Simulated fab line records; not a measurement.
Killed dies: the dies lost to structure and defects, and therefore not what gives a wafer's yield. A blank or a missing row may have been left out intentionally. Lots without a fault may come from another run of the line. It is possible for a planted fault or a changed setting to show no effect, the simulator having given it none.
fab line records	flow berkeley-cmos170
[record] lots = 13	wafers = 39	last-day = 11
route steps=331 shown NWELL@26 PWELL@44 ACTIVE@69 PVT@124
lots that met no fault: from a run of the same line without faults
start-h: the number of hours between the record's first day and the start of the first shown wafer of the lot	wait-h: time in hours since the lot's previous step	" as in the row above	L1.1+2: one row covering several wafers at once	- value missing, or start not given	* or withheld: withheld	< > ~ a bound
route shown NAME@n: a module of which the file shows steps, and the number in the route of the first	usual: mean/standard deviation of fault-free wafers	same: alike in all rows	chamber/n: place in a boat	sites: each site's reading	_std_site: their standard deviation	_edge_site: inner sites' mean taken away from outer sites' mean	radius-mm: for every site, how far away it sits from the centre of the wafer	mask NAME#n: copy n	behind: tool/chamber where the wafer was last shaped	hold: reason for holding the lot/hours on hold/outcome of the hold	device: which transistor (n, p or np) failed to switch	end of line: the tests these same wafers got at the end of their route	where a step has no rows: the recipe by itself	killed: not the wafer's yield, but the dies lost to structure and defects at the first sort	map: dies across one wafer; x = killed, . = not, _ = none there
set.NAME: the setting that was run; set.NAME@STEP: the one run at that earlier step	model.NAME: the simulator's own value behind a step, which no gauge read
the route's steps for a sample of lots (tables are steps, rows are wafers)
services: the hour from which a tool's chamber was out of use, counted from the record's first day as start-h (under 0 if before that day), plus the number of hours and why
[[steps]]
[step UCB170_NWELL_OVL_MEAS_12]
[usual] NWELL_OVL = 6/5.5
lot.wafer	tool	chamber	start-h	wait-h	NWELL_OVL[nm]
L738.1	overlay-01	-	36.61	-	12
L738.2	"	-	"	"	10
L738.6	"	-	"	"	12
L739.2	overlay-01	-	42.89	-	8
L739.4	"	-	"	"	7
L739.6	"	-	"	"	8
L742.1	overlay-02	-	71.25	-	7
L742.2	"	-	"	"	5
L742.4	"	-	"	"	10
L743.1	overlay-02	-	79.10	-	0
L743.2	"	-	"	"	11
L743.6	"	-	"	"	-3
L747.3	overlay-02	-	88.76	-	-3
L747.4	"	-	"	"	7
L747.6	"	-	"	"	12
L746.1	overlay-02	-	88.94	-	9
L746.2	"	-	"	"	7
L746.3	"	-	"	"	10
L745.2	overlay-01	-	89.01	-	12
L745.3	"	-	"	"	12
L745.4	"	-	"	"	4
L749.1	overlay-02	-	95.95	-	4
L749.2	"	-	"	"	-4
L749.4	"	-	"	"	5
L748.2	overlay-02	-	96.17	-	8
L748.3	"	-	"	"	14
L748.5	"	-	"	"	11
L750.2	overlay-02	-	104.38	-	10
L750.4	"	-	"	"	-3
L750.6	"	-	"	"	1
L752.1	overlay-02	-	110.44	-	3
L752.4	"	-	"	"	-2
L752.6	"	-	"	"	7
L758.1	overlay-01	-	138.60	-	0
L758.2	"	-	"	"	4
L758.3	"	-	"	"	-5
L760.2	overlay-02	-	145.57	-	3
L760.3	"	-	"	"	1
L760.4	"	-	"	"	4
[step UCB170_PWELL_EXPOSE_10]
[recipe] mask-id = PWELL	target-cd-nm = 3000	na = 0.5	sigma-outer = 0.6	source-shape = conventional	dose-mj = 19
[usual] focus-offset-nm = -0.1/0.53
[same] na = 0.5
lot.wafer	tool	chamber	start-h	wait-h	mask	focus-offset-nm
L739.2	krf-scanner-02	0	63.71	0.2	PWELL#0	-0.7
L739.4	"	0	"	"	PWELL#0	-0.1
L739.6	"	0	"	"	PWELL#0	-1.2
L738.1	krf-scanner-01	0	64.03	0.6	PWELL#0	0.1
L738.2	"	0	"	"	PWELL#0	-0.8
L738.6	"	0	"	"	PWELL#0	0.0
L742.1	krf-scanner-02	0	92.82	0.1	PWELL#0	-1.0
L742.2	"	0	"	"	PWELL#0	-1.0
L742.4	"	0	"	"	PWELL#0	-1.2
L743.1	krf-scanner-02	0	101.33	0.2	PWELL#0	0.4
L743.2	"	0	"	"	PWELL#0	-0.2
L743.6	"	0	"	"	PWELL#0	0.0
L747.3	krf-scanner-02	0	106.39	0.1	PWELL#0	-0.6
L747.4	"	0	"	"	PWELL#0	-0.7
L747.6	"	0	"	"	PWELL#0	0.5
L746.1	krf-scanner-02	0	106.46	0.2	PWELL#0	0.0
L746.2	"	0	"	"	PWELL#0	0.7
L746.3	"	0	"	"	PWELL#0	0.4
L749.1	krf-scanner-02	0	112.75	0.1	PWELL#0	-0.4
L749.2	"	0	"	"	PWELL#0	0.3
L749.4	"	0	"	"	PWELL#0	0.1
L745.2	krf-scanner-02	0	113.01	0.3	PWELL#0	0.0
L745.3	"	0	"	"	PWELL#0	0.8
L745.4	"	0	"	"	PWELL#0	-0.1
L748.2	krf-scanner-02	0	115.02	0.1	PWELL#0	0.0
L748.3	"	0	"	"	PWELL#0	-0.1
L748.5	"	0	"	"	PWELL#0	0.5
L750.2	krf-scanner-02	0	122.65	0.1	NWELL#0	-0.3
L750.4	"	0	"	"	NWELL#0	0.2
L750.6	"	0	"	"	NWELL#0	1.3
L752.1	krf-scanner-02	0	130.01	0.1	PWELL#0	0.2
L752.4	"	0	"	"	PWELL#0	0.2
L752.6	"	0	"	"	PWELL#0	-0.8
L758.1	krf-scanner-02	0	154.47	0.2	PWELL#0	0.2
L758.2	"	0	"	"	PWELL#0	0.9
L758.3	"	0	"	"	PWELL#0	0.3
L760.2	krf-scanner-01	0	158.05	0.2	PWELL#0	-0.3
L760.3	"	0	"	"	PWELL#0	-0.1
L760.4	"	0	"	"	PWELL#0	0.6
[step UCB170_PWELL_OVL_MEAS_13]
[usual] PWELL_OVL = 0/5.3
lot.wafer	tool	chamber	start-h	wait-h	PWELL_OVL[nm]
L739.2	overlay-02	-	64.09	-	0
L739.4	"	-	"	"	1
L739.6	"	-	"	"	-3
L738.1	overlay-01	-	64.43	-	-9
L738.2	"	-	"	"	-7
L738.6	"	-	"	"	-2
L742.1	overlay-01	-	93.21	-	1
L742.2	"	-	"	"	1
L742.4	"	-	"	"	5
L743.1	overlay-02	-	102.01	-	-9
L743.2	"	-	"	"	0
L743.6	"	-	"	"	-2
L747.3	overlay-01	-	106.75	-	-1
L747.4	"	-	"	"	3
L747.6	"	-	"	"	-3
L746.1	overlay-02	-	106.86	-	10
L746.2	"	-	"	"	1
L746.3	"	-	"	"	5
L749.1	overlay-02	-	113.56	-	9
L749.2	"	-	"	"	-2
L749.4	"	-	"	"	1
L745.2	overlay-01	-	113.84	-	-3
L745.3	"	-	"	"	-6
L745.4	"	-	"	"	2
L748.2	overlay-02	-	115.40	-	-2
L748.3	"	-	"	"	0
L748.5	"	-	"	"	5
L750.2	overlay-01	-	123.22	-	-
L750.4	"	-	"	"	-
L750.6	"	-	"	"	-
L752.1	overlay-01	-	130.63	-	1
L752.4	"	-	"	"	4
L752.6	"	-	"	"	0
L758.1	overlay-02	-	154.98	-	6
L758.2	"	-	"	"	10
L758.3	"	-	"	"	6
L760.2	overlay-01	-	158.43	-	-7
L760.3	"	-	"	"	2
L760.4	"	-	"	"	-8
[step UCB170_PWELL_TW_MEAS_17]
[usual] PWELL_TW = 377/3.3
lot.wafer	tool	chamber	start-h	wait-h	PWELL_TW
L739.2	film-metro-01	-	64.48	0.1	382
L739.4	"	-	"	"	379
L739.6	"	-	"	"	382
L738.1	film-metro-03	-	64.81	0.1	377
L738.2	"	-	"	"	376
L738.6	"	-	"	"	376
L742.1	film-metro-01	-	93.60	0.1	386
L742.2	"	-	"	"	382
L742.4	"	-	"	"	383
L743.1	film-metro-03	-	102.39	0.1	377
L743.2	"	-	"	"	375
L743.6	"	-	"	"	377
L747.3	film-metro-01	-	107.15	0.1	380
L747.4	"	-	"	"	381
L747.6	"	-	"	"	381
L746.1	film-metro-03	-	107.24	0.1	376
L746.2	"	-	"	"	374
L746.3	"	-	"	"	377
L749.1	film-metro-04	-	113.95	0.1	376
L749.2	"	-	"	"	376
L749.4	"	-	"	"	375
L745.2	film-metro-04	-	114.23	0.1	375
L745.3	"	-	"	"	371
L745.4	"	-	"	"	375
L748.2	film-metro-01	-	115.79	0.1	381
L748.3	"	-	"	"	383
L748.5	"	-	"	"	382
L750.2	film-metro-03	-	123.61	0.1	30
L750.4	"	-	"	"	30
L750.6	"	-	"	"	30
L752.1	film-metro-03	-	131.02	0.1	377
L752.4	"	-	"	"	376
L752.6	"	-	"	"	379
L758.1	film-metro-03	-	155.37	0.1	374
L758.2	"	-	"	"	374
L758.3	"	-	"	"	373
L760.2	film-metro-04	-	158.82	0.1	376
L760.3	"	-	"	"	375
L760.4	"	-	"	"	375
[step UCB170_ACTIVE_SOFTBAKE_09]
[recipe] resist = KrF	temp-c = 130	time-s = 62.64
[usual] heater-power-total-W = 56.72/0.049	plate-sensor-t-centre-C = 131.41/0.0096	plate-sensor-t-edge-C = 131.53/0.01
lot.wafer	tool	chamber	start-h	wait-h	heater-power-total-W	plate-sensor-t-centre-C	plate-sensor-t-edge-C
L738.1	litho-track-03	0	98.17	0.1	56.74	131.41	131.55
L738.2	"	0	"	"	56.81	131.41	131.53
L738.6	"	0	"	"	56.66	131.42	131.52
L739.2	litho-track-01	0	98.20	0.1	56.65	131.4	131.55
L739.4	"	0	"	"	56.72	131.43	131.53
L739.6	"	0	"	"	56.73	131.42	131.53
L742.1	litho-track-01	0	122.50	0.1	56.74	131.41	131.52
L742.2	"	0	"	"	56.66	131.41	131.52
L742.4	"	0	"	"	56.74	131.41	131.53
L743.1	litho-track-02	0	125.49	0.1	56.72	131.43	131.53
L743.2	"	0	"	"	56.70	131.39	131.53
L743.6	"	0	"	"	56.69	131.42	131.52
L747.3	litho-track-01	0	132.25	0.1	56.69	131.41	131.52
L747.4	"	0	"	"	56.75	131.41	131.54
L747.6	"	0	"	"	56.70	131.41	131.54
L746.1	litho-track-02	0	132.47	0.1	56.67	131.4	131.52
L746.2	"	0	"	"	56.64	131.41	131.52
L746.3	"	0	"	"	56.81	131.43	131.53
L749.1	litho-track-01	0	138.10	0.1	56.64	131.42	131.54
L749.2	"	0	"	"	56.74	131.39	131.53
L749.4	"	0	"	"	56.71	131.42	131.56
L745.2	litho-track-02	0	138.19	0.1	56.68	131.4	131.53
L745.3	"	0	"	"	56.75	131.41	131.52
L745.4	"	0	"	"	56.74	131.43	131.54
L748.2	litho-track-01	0	148.37	0.1	56.76	131.39	131.53
L748.3	"	0	"	"	56.64	131.42	131.54
L748.5	"	0	"	"	56.74	131.42	131.54
L752.1	litho-track-02	0	161.22	0.1	56.68	131.39	131.54
L752.4	"	0	"	"	56.75	131.42	131.53
L752.6	"	0	"	"	56.69	131.42	131.54
L758.1	litho-track-03	0	181.56	0.1	56.73	131.41	131.54
L758.2	"	0	"	"	56.75	131.42	131.51
L758.3	"	0	"	"	56.69	131.4	131.53
L760.2	litho-track-02	0	181.64	0.1	56.70	131.42	131.53
L760.3	"	0	"	"	56.77	131.41	131.53
L760.4	"	0	"	"	56.69	131.41	131.54
[step UCB170_PVT_TW_MEAS_09]
[usual] PVT_TW = 505/3.7
lot.wafer	tool	chamber	start-h	wait-h	PVT_TW
L739.2	film-metro-04	-	132.47	0.1	503
L739.4	"	-	"	"	502
L739.6	"	-	"	"	501
L738.1	film-metro-03	-	133.06	0.1	506
L738.2	"	-	"	"	503
L738.6	"	-	"	"	507
L743.1	film-metro-04	-	155.88	0.1	506
L743.2	"	-	"	"	503
L743.6	"	-	"	"	506
L742.1	film-metro-01	-	156.36	0.1	509
L742.2	"	-	"	"	509
L742.4	"	-	"	"	508
L746.1	film-metro-04	-	165.07	0.1	501
L746.2	"	-	"	"	503
L746.3	"	-	"	"	502
L747.3	film-metro-01	-	165.44	0.1	509
L747.4	"	-	"	"	508
L747.6	"	-	"	"	511
L745.2	film-metro-03	-	169.31	0.1	503
L745.3	"	-	"	"	506
L745.4	"	-	"	"	505
L749.1	film-metro-04	-	169.58	0.1	499
L749.2	"	-	"	"	500
L749.4	"	-	"	"	501
L748.2	film-metro-04	-	179.54	0.1	502
L748.3	"	-	"	"	502
L748.5	"	-	"	"	501
L752.1	film-metro-01	-	191.82	0.1	510
L752.4	"	-	"	"	512
L752.6	"	-	"	"	512
L760.2	film-metro-01	-	217.73	0.1	509
L760.3	"	-	"	"	507
L760.4	"	-	"	"	509
L758.1	film-metro-01	-	217.78	0.1	512
L758.2	"	-	"	"	507
L758.3	"	-	"	"	508
[[services]]
tool	chamber	start-h	hours	kind
krf-scanner-01	-	44.14	1.3	pm
krf-scanner-02	-	66.04	1.3	pm
krf-scanner-02	-	77.51	2.6	repair
krf-scanner-01	-	81.69	54.7	repair
krf-scanner-01	-	124.99	1.2	repair
krf-scanner-01	-	128.32	0.1	repair
krf-scanner-01	-	136.38	0.8	pm
krf-scanner-02	-	137.19	3.6	pm
krf-scanner-01	-	140.75	1.0	pm
krf-scanner-02	-	141.75	0.8	pm
krf-scanner-02	-	142.50	1.0	pm
krf-scanner-02	-	155.80	0.8	pm
krf-scanner-02	0	164.01	-	calibration
[[key]]
[first-sign] step = UCB170_PWELL_EXPOSE_10	reading = mask	direction = changed
[effect] step = UCB170_PWELL_OVL_MEAS_13	reading = PWELL_OVL	direction = missing
[effect] step = UCB170_PWELL_TW_MEAS_17	reading = PWELL_TW	direction = down	sigmas = 99+	usual = 377	struck = 30
met-at UCB170_PWELL_EXPOSE_10
struck-lots L750
later-rows-left-out L750.2,L750.4,L750.6
sort-left-out L750.2,L750.4,L750.6
tester-left-out L750
not-acting-at UCB170_NWELL_OVL_MEAS_12,UCB170_ACTIVE_SOFTBAKE_09,UCB170_PVT_TW_MEAS_09
onset-between 115.02 122.65
[fault] kind = wrong-mask	tool = any	chamber = -	onset-h = 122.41	steps = UCB170_PWELL_EXPOSE_10	aux-copy = NWELL#0	scope = struck-lots-only
// tester-left-out: of these lots the tester's yield and bins aren't shown, on N5 and GAA mostly nor the transistor test; their killed dies are dies lost to structure and defects alone, not to doping, threshold or leakage, so they don't give the yield
// sort-left-out: the simulated sort isn't trusted on such a fault, so these wafers' sort isn't shown, and their yield isn't known
// later-rows-left-out: the simulator's readings of these wafers behind a module that went badly wrong aren't trusted and aren't shown, but for the sort
